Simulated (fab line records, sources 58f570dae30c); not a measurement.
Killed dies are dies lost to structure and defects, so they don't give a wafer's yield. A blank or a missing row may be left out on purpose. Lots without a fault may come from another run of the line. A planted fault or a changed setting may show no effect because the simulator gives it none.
Which tool did it? | flow berkeley_cmos170 | 14 lots, 42 wafers sampled, at 5 steps of a route of 331

WHAT THE GAUGES READ, wafer by wafer
UCB170_NVT_TW_MEAS_09. Usual: NVT_TW 521, standard deviation 4.4.
lot  | measured     | on            | NVT_TW      | flag
L614 | day 5 07:43  | film_metro-02 | 516 520 517 |
L615 | day 5 21:17  | film_metro-04 | 526 523 524 |
L616 | day 6 05:21  | film_metro-02 | 496 498 499 | OFF
L618 | day 6 14:20  | film_metro-02 | 513 513 513 |
L620 | day 7 12:07  | film_metro-02 | 516 518 514 |
L621 | day 7 11:50  | film_metro-02 | 516 515 516 |
L623 | day 7 23:46  | film_metro-02 | 498 498 498 | OFF
L626 | day 8 06:33  | film_metro-04 | 525 526 526 |
L628 | day 8 21:13  | film_metro-02 | 516 517 517 |
L630 | day 9 04:50  | film_metro-01 | 521 523 522 |
L631 | day 9 05:20  | film_metro-02 | 516 517 516 |
L634 | day 9 22:38  | film_metro-01 | 523 526 525 |
L633 | day 9 22:54  | film_metro-02 | 516 518 516 |
L636 | day 10 18:51 | film_metro-02 | 517 517 517 |

UCB170_GATE_THK_MEAS_02. Usual: GATE_OXIDE_THK 6.60 nm, standard deviation 0.12.
lot  | measured     | on            | GATE_OXIDE_THK (nm) | flag
L614 | day 5 14:51  | film_metro-04 | 6.50 6.59 6.57      |
L615 | day 6 03:04  | film_metro-02 | 6.70 6.71 6.78      |
L616 | day 6 11:25  | film_metro-04 | 6.71 6.61 6.69      |
L618 | day 6 21:02  | film_metro-02 | 6.65 6.70 6.67      |
L620 | day 7 20:10  | film_metro-04 | 6.63 6.68 6.70      |
L621 | day 7 17:04  | film_metro-02 | 6.67 6.70 6.66      |
L623 | day 8 06:49  | film_metro-02 | 6.65 6.70 6.77      |
L626 | day 8 12:22  | film_metro-03 | 6.61 6.56 6.54      |
L628 | day 9 02:20  | film_metro-03 | 6.58 6.43 6.29      |
L630 | day 9 13:26  | film_metro-04 | 6.48 6.64 6.48      |
L631 | day 9 13:28  | film_metro-03 | 6.47 6.57 6.37      |
L634 | day 10 04:49 | film_metro-04 | 6.65 6.63 6.67      |
L633 | day 10 04:49 | film_metro-02 | 6.80 6.60 6.62      |
L636 | day 11 01:37 | film_metro-02 | 6.83 6.72 6.81      |

UCB170_V1_THK_MEAS_01. Usual: V1_TEOS_THK 2006 nm, standard deviation 25.
lot  | measured     | on            | V1_TEOS_THK (nm) | flag
L614 | day 7 04:20  | film_metro-02 | 1970 2015 2008   |
L615 | day 7 17:29  | film_metro-04 | 1976 2008 1998   |
L616 | day 8 05:42  | film_metro-04 | 2000 2027 2040   |
L618 | day 8 10:04  | film_metro-04 | 1983 2014 2032   |
L620 | day 9 10:18  | film_metro-02 | 1989 1986 2023   |
L621 | day 9 05:04  | film_metro-01 | 2004 2003 1990   |
L623 | day 9 17:12  | film_metro-04 | 2026 2020 2037   |
L626 | day 9 23:27  | film_metro-01 | 1991 2030 2024   |
L628 | day 10 21:15 | film_metro-02 | 1983 1991 2018   |
L630 | day 11 03:06 | film_metro-04 | 1989 1983 2035   |
L631 | day 11 03:11 | film_metro-04 | 1976 2024 2017   |
L634 | day 11 15:13 | film_metro-04 | 2004 2000 2027   |
L633 | day 11 18:38 | film_metro-01 | 1991 1970 2011   |
L636 | day 12 11:46 | film_metro-04 | 1998 1985 2021   |

WHICH TOOL RAN EACH LOT (tool, then ch and the chambers of the sampled wafers, then the start)
lot  | UCB170_PFIELD_STRIP_08              | UCB170_NVT_IMPLANT_07
L614 | plasma_asher-02 ch 0,1, day 4 04:47 | implanter-03 ch 0, day 5 07:28
L615 | plasma_asher-02 ch 0,1, day 4 14:57 | implanter-03 ch 0, day 5 21:04
L616 | plasma_asher-04 ch 0,1, day 4 20:32 | implanter-03 ch 0, day 6 05:07
L618 | plasma_asher-03 ch 0,1, day 5 07:45 | implanter-01 ch 0, day 6 14:05
L620 | plasma_asher-04 ch 0,1, day 6 00:13 | implanter-02 ch 0, day 7 11:52
L621 | plasma_asher-03 ch 0,1, day 6 00:29 | implanter-01 ch 0, day 7 11:35
L623 | plasma_asher-03 ch 0,1, day 6 15:08 | implanter-03 ch 0, day 7 23:33
L626 | plasma_asher-02 ch 0,1, day 6 21:12 | implanter-01 ch 0, day 8 06:18
L628 | plasma_asher-03 ch 0,1, day 7 18:14 | implanter-01 ch 0, day 8 20:58
L630 | plasma_asher-02 ch 0,1, day 8 07:40 | implanter-01 ch 0, day 9 04:35
L631 | plasma_asher-04 ch 0,1, day 8 07:53 | implanter-02 ch 0, day 9 05:07
L634 | plasma_asher-04 ch 0,1, day 9 00:44 | implanter-01 ch 0, day 9 22:24
L633 | plasma_asher-04 ch 0,1, day 9 01:08 | implanter-02 ch 0, day 9 22:39
L636 | plasma_asher-04 ch 0,1, day 9 15:10 | implanter-02 ch 0, day 10 18:36
- UCB170_PFIELD_STRIP_08: strips in O2.
- UCB170_NVT_IMPLANT_07

WHAT THE TOOLS THEMSELVES READ (means of the sampled wafers that have a number; where no wafer has one, the mark that the record gives instead)
UCB170_PFIELD_STRIP_08. Usual: drypump_motor_current_A 5.9 A, standard deviation 0.57; oes_product_au 0.735 a.u., standard deviation 0.0044; strip_time_to_endpoint_s 21.68 s, standard deviation 0.072.
lot  | tool            | drypump_motor_current_A (A) | oes_product_au (a.u.) | strip_time_to_endpoint_s (s) | flag
L614 | plasma_asher-02 | 5.8                         | 0.736                 | 21.63                        |
L615 | plasma_asher-02 | 6.2                         | 0.729                 | 21.61                        |
L616 | plasma_asher-04 | 6.5                         | 0.730                 | 21.55                        |
L618 | plasma_asher-03 | 5.3                         | 0.733                 | 21.70                        |
L620 | plasma_asher-04 | 6.5                         | 0.737                 | 21.61                        |
L621 | plasma_asher-03 | 5.5                         | 0.737                 | 21.73                        |
L623 | plasma_asher-03 | 5.5                         | 0.737                 | 21.76                        |
L626 | plasma_asher-02 | 6.2                         | 0.736                 | 21.72                        |
L628 | plasma_asher-03 | 5.3                         | 0.734                 | 21.75                        |
L630 | plasma_asher-02 | 5.9                         | 0.741                 | 21.68                        |
L631 | plasma_asher-04 | 6.6                         | 0.732                 | 21.76                        |
L634 | plasma_asher-04 | 6.5                         | 0.731                 | 21.68                        |
L633 | plasma_asher-04 | 6.5                         | 0.737                 | 21.69                        |
L636 | plasma_asher-04 | 6.5                         | 0.734                 | 21.69                        |

UCB170_NVT_IMPLANT_07. Usual: dose_ions_cm2 3e+12, standard deviation 3.1e+09; faraday_current_uA 9.51, standard deviation 0.19.
lot  | tool         | dose_ions_cm2 | faraday_current_uA | flag
L614 | implanter-03 | 3e+12         | 9.38               |
L615 | implanter-03 | 3e+12         | 9.70               |
L616 | implanter-03 | 3e+12         | 8.49               | OFF
L618 | implanter-01 | 3e+12         | 9.53               |
L620 | implanter-02 | 3e+12         | 9.40               |
L621 | implanter-01 | 3e+12         | 9.61               |
L623 | implanter-03 | 3e+12         | 8.71               | OFF
L626 | implanter-01 | 3e+12         | 9.47               |
L628 | implanter-01 | 3e+12         | 9.44               |
L630 | implanter-01 | 3e+12         | 9.66               |
L631 | implanter-02 | 3e+12         | 9.50               |
L634 | implanter-01 | 3e+12         | 9.48               |
L633 | implanter-02 | 3e+12         | 9.48               |
L636 | implanter-02 | 3e+12         | 9.67               |

THE ANSWER, worked out from the rows above alone
Rule: a lot is off if the mean of its wafers that have a number lies more than 3 standard deviations from the usual mean. A lot without any number at a reading at which 4 lots or more have one is off too. The other lots that the step has rows for count as sound. The gauges are gone through in route order, then the tools' own readings, and for those a lot's mean is taken as printed above. The first step at which some lot is off is used, and at that step the reading that is off furthest; a lot without a number counts as furthest.
Off: L616, L623, at UCB170_NVT_TW_MEAS_09 (NVT_TW).
A tool fits if, at a process step before that reading, it ran every lot that is off, and no sound lot after the first of them. The gauges at UCB170_NVT_TW_MEAS_09 aren't tried: what is off there is off at UCB170_NVT_IMPLANT_07 too, on other tools, and a gauge's error can't cause that. One fits: implanter-03 at UCB170_NVT_IMPLANT_07. Its last sound lot is L615 (day 5 21:04), its first lot that is off L616 (day 6 05:07): a fault that began between those two fits.
The tool's own readings at UCB170_NVT_IMPLANT_07 bear it out: on the lots that are off they differ by more than 5 times the standard deviation of the sound lots' means. faraday_current_uA reads 8.60 there against 9.53 on the sound lots.

WHAT THE SIMULATOR HAD PUT IN
Process parameter drift: implanter-03, from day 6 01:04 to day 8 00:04, at UCB170_NVT_IMPLANT_07. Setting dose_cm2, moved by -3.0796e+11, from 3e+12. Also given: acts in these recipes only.
Lots struck among those shown: L616, L623. The rule above found the same.
